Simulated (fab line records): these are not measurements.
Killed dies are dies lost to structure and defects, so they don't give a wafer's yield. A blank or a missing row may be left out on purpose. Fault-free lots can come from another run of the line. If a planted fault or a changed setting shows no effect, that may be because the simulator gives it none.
fab line records ; flow ritCmos
[record] lots = 14; wafers = 42; lastDay = 7
route steps=202 shown FOX1@21 PWELL@48 GATE@83 NSD@139 M1@202
lots that met no fault: from a run of the same line without faults
startH: start of the lot's first displayed wafer, in hours after the record's first day ; waitH: time in hours since the lot's previous step ; " unchanged from the row above ; L1.1+2: several wafers, shown together as one row ; - no value present, or no start provided ; * or withheld: withheld ; < > ~ a bound
route shown NAME@n: names a module that has steps shown in the file, with the first one's number in the route ; usual: average and standard deviation across the fault-free wafers ; same: alike in all rows ; chamber/n: place in a boat ; sites: each site's reading ; _std_site: the standard deviation of these ; _edge_site: outer sites' mean less inner sites' ; radiusMm: for every site, how far away it sits from the centre of the wafer ; mask NAME#n: copy n ; behind: the last tool/chamber to shape the wafer ; hold: cause of the lot's hold/its duration in hours/its outcome ; device: names the non-switching transistor (n, p or np) ; end of line: the same wafers' tests at the end of the route ; a step without rows: its recipe alone ; killed: dies lost to structure and defects at the first sort, not the wafer's yield ; map: a wafer's dies, marking killed ones x, the rest . and places with no die _
set.NAME: the run value of the setting; set.NAME@STEP: its run value at that earlier step ; model.NAME: the simulator's own value behind a step, which no gauge read
steps of the route over a sample of lots; a table a step, a row a wafer
services: the hour from which a tool's chamber was out of use, counted from the record's first day as startH (under 0 if before that day), plus the number of hours and why
[[steps]]
[step RIT_FOX1_THK_MEAS_01]
[recipe] reads = SiO2_of_FOX1_OXIDATION_00
[usual] FOX1_OXIDE_THK = 352/6.8
lot.wafer;tool;chamber;startH;waitH;FOX1_OXIDE_THK[nm]
L104.3;filmMetro-03;-;20.94;0.0;344
L104.4;filmMetro-03;-;20.94;0.0;352
L104.5;filmMetro-03;-;20.94;0.0;347
L105.2;filmMetro-03;-;23.45;0.0;361
L105.4;filmMetro-03;-;23.45;0.0;364
L105.6;filmMetro-03;-;23.45;0.0;365
L106.1;filmMetro-03;-;27.74;0.0;347
L106.3;filmMetro-03;-;27.74;0.0;344
L106.6;filmMetro-03;-;27.74;0.0;349
L107.2;filmMetro-01;-;34.82;0.0;355
L107.3;filmMetro-01;-;34.82;0.0;347
L107.5;filmMetro-01;-;34.82;0.0;360
L108.3;filmMetro-02;-;38.38;0.0;351
L108.4;filmMetro-02;-;38.38;0.0;351
L108.6;filmMetro-02;-;38.38;0.0;351
L109.1;filmMetro-01;-;42.65;0.0;346
L109.5;filmMetro-01;-;42.65;0.0;337
L109.6;filmMetro-01;-;42.65;0.0;336
L110.2;filmMetro-01;-;49.19;0.0;358
L110.3;filmMetro-01;-;49.19;0.0;361
L110.4;filmMetro-01;-;49.19;0.0;357
L114.1;filmMetro-02;-;68.83;0.0;349
L114.2;filmMetro-02;-;68.83;0.0;350
L114.4;filmMetro-02;-;68.83;0.0;346
L116.2;filmMetro-03;-;78.16;0.0;344
L116.4;filmMetro-03;-;78.16;0.0;341
L116.5;filmMetro-03;-;78.16;0.0;344
L117.1;filmMetro-03;-;82.90;0.0;358
L117.2;filmMetro-03;-;82.90;0.0;357
L117.5;filmMetro-03;-;82.90;0.0;361
L121.1;filmMetro-01;-;101.82;0.0;352
L121.2;filmMetro-01;-;101.82;0.0;350
L121.3;filmMetro-01;-;101.82;0.0;353
L125.1;filmMetro-02;-;122.71;0.0;347
L125.3;filmMetro-02;-;122.71;0.0;355
L125.4;filmMetro-02;-;122.71;0.0;355
L126.2;filmMetro-03;-;127.23;0.0;349
L126.3;filmMetro-03;-;127.23;0.0;347
L126.4;filmMetro-03;-;127.23;0.0;347
L127.1;filmMetro-03;-;131.82;0.0;349
L127.2;filmMetro-03;-;131.82;0.0;351
L127.3;filmMetro-03;-;131.82;0.0;350
[step RIT_PWELL_STRIP_09]
[recipe] chemistry = O2; timeS = 180; resist = NOVOLAK; platenTempC = withheld; powerW = 500; pressureMtorr = 4000; o2FlowSccm = 4000
[usual] drypumpMotorCurrentA = 5.7/0.35
[same] timeS = 180
lot.wafer;tool;chamber;startH;waitH;drypumpMotorCurrentA;rfHoursCounterH
L104.3;plasmaAsher-03;1;28.45;0.1;5.7;-
L104.4;plasmaAsher-03;0;28.45;0.1;5.8;-
L104.5;plasmaAsher-03;0;28.45;0.1;5.7;-
L105.2;plasmaAsher-03;0;29.98;0.1;5.8;41
L105.4;plasmaAsher-03;1;29.98;0.1;5.7;-
L105.6;plasmaAsher-03;1;29.98;0.1;5.7;-
L106.1;plasmaAsher-02;1;33.29;0.1;6.1;20
L106.3;plasmaAsher-02;0;33.29;0.1;5.7;-
L106.6;plasmaAsher-02;1;33.29;0.1;6.1;-
L107.2;plasmaAsher-03;1;40.62;0.1;5.7;42
L107.3;plasmaAsher-03;0;40.62;0.1;5.7;-
L107.5;plasmaAsher-03;0;40.62;0.1;5.8;-
L108.3;plasmaAsher-01;1;43.71;0.1;6.0;-
L108.4;plasmaAsher-01;0;43.71;0.1;5.0;-
L108.6;plasmaAsher-01;1;43.71;0.1;6.0;-
L109.1;plasmaAsher-02;1;48.60;0.1;6.1;22
L109.5;plasmaAsher-02;1;48.60;0.1;6.1;-
L109.6;plasmaAsher-02;0;48.60;0.1;5.7;-
L110.2;plasmaAsher-03;1;54.62;0.1;5.7;44
L110.3;plasmaAsher-03;0;54.62;0.1;5.7;-
L110.4;plasmaAsher-03;1;54.62;0.1;5.7;-
L114.1;plasmaAsher-01;0;75.00;0.1;5.0;44
L114.2;plasmaAsher-01;1;75.00;0.1;6.0;44
L114.4;plasmaAsher-01;0;75.00;0.1;5.0;-
L116.2;plasmaAsher-01;1;83.75;0.1;6.0;45
L116.4;plasmaAsher-01;1;83.75;0.1;6.0;-
L116.5;plasmaAsher-01;1;83.75;0.1;6.0;-
L117.1;plasmaAsher-01;0;89.52;0.1;5.0;45
L117.2;plasmaAsher-01;1;89.52;0.1;6.0;45
L117.5;plasmaAsher-01;0;89.52;0.1;5.0;-
L121.1;plasmaAsher-03;1;107.39;0.1;5.7;49
L121.2;plasmaAsher-03;0;107.39;0.1;5.7;49
L121.3;plasmaAsher-03;1;107.39;0.1;5.7;-
L125.1;plasmaAsher-03;0;128.13;0.1;5.8;53
L125.3;plasmaAsher-03;1;128.13;0.1;5.7;-
L125.4;plasmaAsher-03;0;128.13;0.1;5.8;-
L126.2;plasmaAsher-03;1;132.69;0.1;5.7;54
L126.3;plasmaAsher-03;0;132.69;0.1;5.8;-
L126.4;plasmaAsher-03;1;132.69;0.1;5.7;-
L127.1;plasmaAsher-03;1;137.39;0.1;5.7;55
L127.2;plasmaAsher-03;0;137.39;0.1;5.8;55
L127.3;plasmaAsher-03;1;137.39;0.1;5.7;-
[step RIT_GATE_THK_MEAS_07]
[recipe] reads = SiO2_of_GATE_OXIDATION_05
[usual] GATE_OXIDE_THK = 3.07/0.062
lot.wafer;tool;chamber;startH;waitH;GATE_OXIDE_THK[nm]
L104.3;filmMetro-01;-;39.21;0.0;3.01
L104.4;filmMetro-01;-;39.21;0.0;3.01
L104.5;filmMetro-01;-;39.21;0.0;3.02
L105.2;filmMetro-01;-;40.80;0.0;3.07
L105.4;filmMetro-01;-;40.80;0.0;3.13
L105.6;filmMetro-01;-;40.80;0.0;3.05
L106.1;filmMetro-01;-;45.93;0.0;3.11
L106.3;filmMetro-01;-;45.93;0.0;3.07
L106.6;filmMetro-01;-;45.93;0.0;3.10
L107.2;filmMetro-01;-;52.74;0.0;3.00
L107.3;filmMetro-01;-;52.74;0.0;3.01
L107.5;filmMetro-01;-;52.74;0.0;2.89
L108.3;filmMetro-04;-;54.28;0.0;3.12
L108.4;filmMetro-04;-;54.28;0.0;3.10
L108.6;filmMetro-04;-;54.28;0.0;3.07
L109.1;filmMetro-01;-;60.19;0.0;3.11
L109.5;filmMetro-01;-;60.19;0.0;3.10
L109.6;filmMetro-01;-;60.19;0.0;3.12
L110.2;filmMetro-03;-;65.66;0.0;3.00
L110.3;filmMetro-03;-;65.66;0.0;2.95
L110.4;filmMetro-03;-;65.66;0.0;2.94
L114.1;filmMetro-01;-;88.25;0.0;3.03
L114.2;filmMetro-01;-;88.25;0.0;3.06
L114.4;filmMetro-01;-;88.25;0.0;3.18
L116.2;filmMetro-03;-;95.10;0.0;3.06
L116.4;filmMetro-03;-;95.10;0.0;3.05
L116.5;filmMetro-03;-;95.10;0.0;3.15
L117.1;filmMetro-04;-;100.36;0.0;3.10
L117.2;filmMetro-04;-;100.36;0.0;3.08
L117.5;filmMetro-04;-;100.36;0.0;3.09
L121.1;filmMetro-01;-;119.14;0.0;3.01
L121.2;filmMetro-01;-;119.14;0.0;3.04
L121.3;filmMetro-01;-;119.14;0.0;3.08
L125.1;filmMetro-03;-;140.10;0.0;3.13
L125.3;filmMetro-03;-;140.10;0.0;3.17
L125.4;filmMetro-03;-;140.10;0.0;3.12
L126.2;filmMetro-03;-;144.07;0.0;3.00
L126.3;filmMetro-03;-;144.07;0.0;3.01
L126.4;filmMetro-03;-;144.07;0.0;3.01
L127.1;filmMetro-04;-;149.53;0.0;3.01
L127.2;filmMetro-04;-;149.53;0.0;2.96
L127.3;filmMetro-04;-;149.53;0.0;2.97
[step RIT_NSD_IMPLANT_08]
[recipe] species = P; energyKev = 25; doseCm2 = 1e+15; tiltDeg = 7
[usual] doseIonsCm2 = 9.999e+14/1.1e+12; endStationPressureTorr = 7.5e-06/3.9e-07; faradayCurrentUA = 3136/63
lot.wafer;tool;chamber;startH;waitH;doseIonsCm2;endStationPressureTorr;faradayCurrentUA
L104.3;implanter-01;0;52.34;0.1;9.986e+14;8.3e-06;3102
L104.4;implanter-01;0;52.34;0.1;9.984e+14;7.7e-06;3110
L104.5;implanter-01;0;52.34;0.1;1.0016e+15;7.7e-06;3296
L105.2;implanter-04;0;55.39;0.1;9.996e+14;6.9e-06;3108
L105.4;implanter-04;0;55.39;0.1;1.0013e+15;7.7e-06;3108
L105.6;implanter-04;0;55.39;0.1;1.0004e+15;7.9e-06;3049
L106.1;implanter-03;0;59.33;0.1;9.998e+14;7.4e-06;3204
L106.3;implanter-03;0;59.33;0.1;9.967e+14;7.8e-06;3108
L106.6;implanter-03;0;59.33;0.1;1.001e+15;7.7e-06;3060
L107.2;implanter-03;0;65.85;0.1;9.984e+14;7e-06;3127
L107.3;implanter-03;0;65.85;0.1;9.986e+14;8e-06;3183
L107.5;implanter-03;0;65.85;0.1;9.979e+14;7.6e-06;3167
L108.3;implanter-01;0;67.76;0.1;1.0009e+15;8e-06;3166
L108.4;implanter-01;0;67.76;0.1;9.999e+14;6.9e-06;3185
L108.6;implanter-01;0;67.76;0.1;9.991e+14;7.6e-06;3165
L109.1;implanter-04;0;74.41;0.1;1.0013e+15;8.1e-06;3201
L109.5;implanter-04;0;74.41;0.1;9.993e+14;7.4e-06;3183
L109.6;implanter-04;0;74.41;0.1;1.0009e+15;7.4e-06;3163
L110.2;implanter-01;0;79.80;0.1;1.0011e+15;7.8e-06;3129
L110.3;implanter-01;0;79.80;0.1;1.0008e+15;7.1e-06;3078
L110.4;implanter-01;0;79.80;0.1;1.0016e+15;7.8e-06;3162
L114.1;implanter-04;0;101.34;0.1;1.0005e+15;7.6e-06;3036
L114.2;implanter-04;0;101.34;0.1;9.997e+14;6.9e-06;3101
L114.4;implanter-04;0;101.34;0.1;9.994e+14;7.2e-06;3124
L116.2;implanter-01;0;108.62;0.1;1.4458e+15;8.5e-06;4514
L116.4;implanter-01;0;108.62;0.1;1.4441e+15;7.9e-06;4425
L116.5;implanter-01;0;108.62;0.1;1.4445e+15;8.7e-06;4423
L117.1;implanter-01;0;113.38;0.1;1.446e+15;8.8e-06;4323
L117.2;implanter-01;0;113.38;0.1;1.447e+15;9.2e-06;4646
L117.5;implanter-01;0;113.38;0.1;1.4464e+15;8.3e-06;4629
L121.1;implanter-03;0;132.92;0.1;1.001e+15;7.4e-06;3217
L121.2;implanter-03;0;132.92;0.1;1.0006e+15;7.5e-06;3193
L121.3;implanter-03;0;132.92;0.1;1.0004e+15;7.3e-06;2999
L125.1;implanter-04;0;152.79;0.1;9.996e+14;7.5e-06;3055
L125.3;implanter-04;0;152.79;0.1;1e+15;6.8e-06;3141
L125.4;implanter-04;0;152.79;0.1;9.991e+14;7.5e-06;2985
L126.2;implanter-04;0;158.16;0.1;9.984e+14;7.2e-06;3191
L126.3;implanter-04;0;158.16;0.1;9.977e+14;7.7e-06;3181
L126.4;implanter-04;0;158.16;0.1;9.986e+14;7.7e-06;3224
L127.1;implanter-04;0;162.64;0.1;1.0008e+15;8.5e-06;3066
L127.2;implanter-04;0;162.64;0.1;1.0003e+15;8e-06;3067
L127.3;implanter-04;0;162.64;0.1;1.0006e+15;7.4e-06;3126
[step RIT_NSD_TW_MEAS_10]
[usual] NSD_TW = 3129/32
lot.wafer;tool;chamber;startH;waitH;NSD_TW
L104.3;filmMetro-04;-;52.63;0.1;3194
L104.4;filmMetro-04;-;52.63;0.1;3173
L104.5;filmMetro-04;-;52.63;0.1;3163
L105.2;filmMetro-04;-;55.70;0.1;3181
L105.4;filmMetro-04;-;55.70;0.1;3173
L105.6;filmMetro-04;-;55.70;0.1;3171
L106.1;filmMetro-04;-;59.66;0.1;3173
L106.3;filmMetro-04;-;59.66;0.1;3171
L106.6;filmMetro-04;-;59.66;0.1;3165
L107.2;filmMetro-01;-;66.16;0.1;3116
L107.3;filmMetro-01;-;66.16;0.1;3108
L107.5;filmMetro-01;-;66.16;0.1;3089
L108.3;filmMetro-02;-;68.05;0.1;3164
L108.4;filmMetro-02;-;68.05;0.1;3150
L108.6;filmMetro-02;-;68.05;0.1;3175
L109.1;filmMetro-01;-;74.73;0.1;3104
L109.5;filmMetro-01;-;74.73;0.1;3094
L109.6;filmMetro-01;-;74.73;0.1;3099
L110.2;filmMetro-01;-;80.11;0.1;3095
L110.3;filmMetro-01;-;80.11;0.1;3106
L110.4;filmMetro-01;-;80.11;0.1;3108
L114.1;filmMetro-04;-;101.67;0.1;3150
L114.2;filmMetro-04;-;101.67;0.1;3138
L114.4;filmMetro-04;-;101.67;0.1;3142
L116.2;filmMetro-01;-;108.93;0.1;3316
L116.4;filmMetro-01;-;108.93;0.1;3313
L116.5;filmMetro-01;-;108.93;0.1;3326
L117.1;filmMetro-04;-;113.80;0.1;3400
L117.2;filmMetro-04;-;113.80;0.1;3399
L117.5;filmMetro-04;-;113.80;0.1;3376
L121.1;filmMetro-01;-;133.25;0.1;3108
L121.2;filmMetro-01;-;133.25;0.1;3097
L121.3;filmMetro-01;-;133.25;0.1;3092
L125.1;filmMetro-01;-;153.11;0.1;3093
L125.3;filmMetro-01;-;153.11;0.1;3085
L125.4;filmMetro-01;-;153.11;0.1;3074
L126.2;filmMetro-02;-;158.47;0.1;3144
L126.3;filmMetro-02;-;158.47;0.1;3125
L126.4;filmMetro-02;-;158.47;0.1;3152
L127.1;filmMetro-02;-;162.97;0.1;3144
L127.2;filmMetro-02;-;162.97;0.1;3147
L127.3;filmMetro-02;-;162.97;0.1;3125
[step RIT_SDANNEAL_RS_MEAS_05]
[recipe] thkMeasGauge = four-point-probe
[usual] NSD_RS = 84.7/0.3
lot.wafer;tool;chamber;startH;waitH;NSD_RS[ohm/sq]
L104.3;filmMetro-01;-;54.80;0.1;84.5
L104.4;filmMetro-01;-;54.80;0.1;84.8
L104.5;filmMetro-01;-;54.80;0.1;84.7
L105.2;filmMetro-01;-;58.02;0.1;84.7
L105.4;filmMetro-01;-;58.02;0.1;84.5
L105.6;filmMetro-01;-;58.02;0.1;84.7
L106.1;filmMetro-04;-;61.71;0.1;84.7
L106.3;filmMetro-04;-;61.71;0.1;84.6
L106.6;filmMetro-04;-;61.71;0.1;84.5
L107.2;filmMetro-04;-;68.23;0.1;84.5
L107.3;filmMetro-04;-;68.23;0.1;84.1
L107.5;filmMetro-04;-;68.23;0.1;84.2
L108.3;filmMetro-01;-;70.13;0.1;84.1
L108.4;filmMetro-01;-;70.13;0.1;84.7
L108.6;filmMetro-01;-;70.13;0.1;84.5
L109.1;filmMetro-04;-;76.84;0.1;84.7
L109.5;filmMetro-04;-;76.84;0.1;85.1
L109.6;filmMetro-04;-;76.84;0.1;85.0
L110.2;filmMetro-04;-;82.14;0.1;84.5
L110.3;filmMetro-04;-;82.14;0.1;85.1
L110.4;filmMetro-04;-;82.14;0.1;84.6
L114.1;filmMetro-02;-;103.91;0.1;84.9
L114.2;filmMetro-02;-;103.91;0.1;85.0
L114.4;filmMetro-02;-;103.91;0.1;85.1
L116.2;filmMetro-04;-;111.23;0.1;63.8
L116.4;filmMetro-04;-;111.23;0.1;63.8
L116.5;filmMetro-04;-;111.23;0.1;64.2
L117.1;filmMetro-02;-;115.83;0.1;64.3
L117.2;filmMetro-02;-;115.83;0.1;64.1
L117.5;filmMetro-02;-;115.83;0.1;64.0
L121.1;filmMetro-01;-;135.31;0.1;84.8
L121.2;filmMetro-01;-;135.31;0.1;84.8
L121.3;filmMetro-01;-;135.31;0.1;85.1
L125.1;filmMetro-02;-;155.26;0.1;85.0
L125.3;filmMetro-02;-;155.26;0.1;84.8
L125.4;filmMetro-02;-;155.26;0.1;85.2
L126.2;filmMetro-04;-;160.56;0.1;84.5
L126.3;filmMetro-04;-;160.56;0.1;84.9
L126.4;filmMetro-04;-;160.56;0.1;84.8
L127.1;filmMetro-01;-;165.08;0.1;85.1
L127.2;filmMetro-01;-;165.08;0.1;84.6
L127.3;filmMetro-01;-;165.08;0.1;84.7
[step RIT_M1_PROBE_99]
[usual] killed_at_M0_to_M3 = 0.0/0.14; killedAtContacts = 0.1/0.26; killedAtFrontEnd = 7/3.2; killedDies = 7/3.2; killedOpen = 3.2/2.1; killedShort = 3.7/2.1
[same] grossDies = 264; killed_at_M4_up = 0; killedAtBackSide = 0; killedAtOther = 0
lot.wafer;tool;chamber;startH;waitH;killed_at_M0_to_M3;killedAtContacts;killedAtFrontEnd;killedDies;killedOpen;killedShort
L114.1;prober-02;-;111.65;0.1;0;0;5;5;2;3
L114.2;prober-02;-;111.70;0.1;0;0;2;2;0;2
L114.4;prober-02;-;111.80;0.2;0;0;5;5;2;3
// killed by level:class
L114.1 GATE:geometricParticle:short=2 FOX2:geometricParticle:open=1 FOX2:geometricParticle:short=1 GATE:geometricParticle:open=1
L114.2 FOX2:geometricParticle:short=1 SPACER:geometricParticle:short=1
L114.4 ACTIVE:geometricParticle:short=1 FOX2:geometricParticle:open=1 GATE:geometricParticle:short=1 GATE:geometricParticle:open=1 SPACER:geometricParticle:short=1
[[services]]
tool;chamber;startH;hours;kind
plasmaAsher-01;-;8.24;0.8;repair
implanter-01;-;46.12;1.4;repair
implanter-03;-;72.09;3.0;pm
implanter-04;-;84.53;8.6;pm
plasmaAsher-02;-;92.79;55.8;repair
implanter-04;-;133.93;5.2;pm
plasmaAsher-02;-;155.35;1.5;repair
[[key]]
[firstSign] step = RIT_NSD_IMPLANT_08; reading = doseIonsCm2; direction = up; sigmas = 99+; usual = 9.999e+14; struck = 1.4457e+15
[effect] step = RIT_NSD_IMPLANT_08; reading = faradayCurrentUA; direction = up; sigmas = 21; usual = 3136; struck = 4493
[effect] step = RIT_NSD_TW_MEAS_10; reading = NSD_TW; direction = up; sigmas = 7; usual = 3129; struck = 3355
[effect] step = RIT_SDANNEAL_RS_MEAS_05; reading = NSD_RS; direction = down; sigmas = 69; usual = 84.7; struck = 64.0
metAt RIT_NSD_IMPLANT_08
struckLots L116,L117
testerLeftOut L116,L117
notActingAt RIT_FOX1_THK_MEAS_01,RIT_PWELL_STRIP_09,RIT_GATE_THK_MEAS_07
onsetBetween 79.80 108.62
[fault] kind = processParameterDrift; tool = implanter-01; chamber = -; onsetH = 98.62; steps = RIT_NSD_IMPLANT_08; channel = doseCm2; offset = 4.4612e+14; shape = step; endH = 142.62; actsIn = theseRecipesOnly; stated = 1e+15
// testerLeftOut: of these lots the tester's yield and bins aren't shown, on N5 and GAA mostly nor the transistor test; their killed dies are dies lost to structure and defects alone, not to doping, threshold or leakage, so they don't give the yield
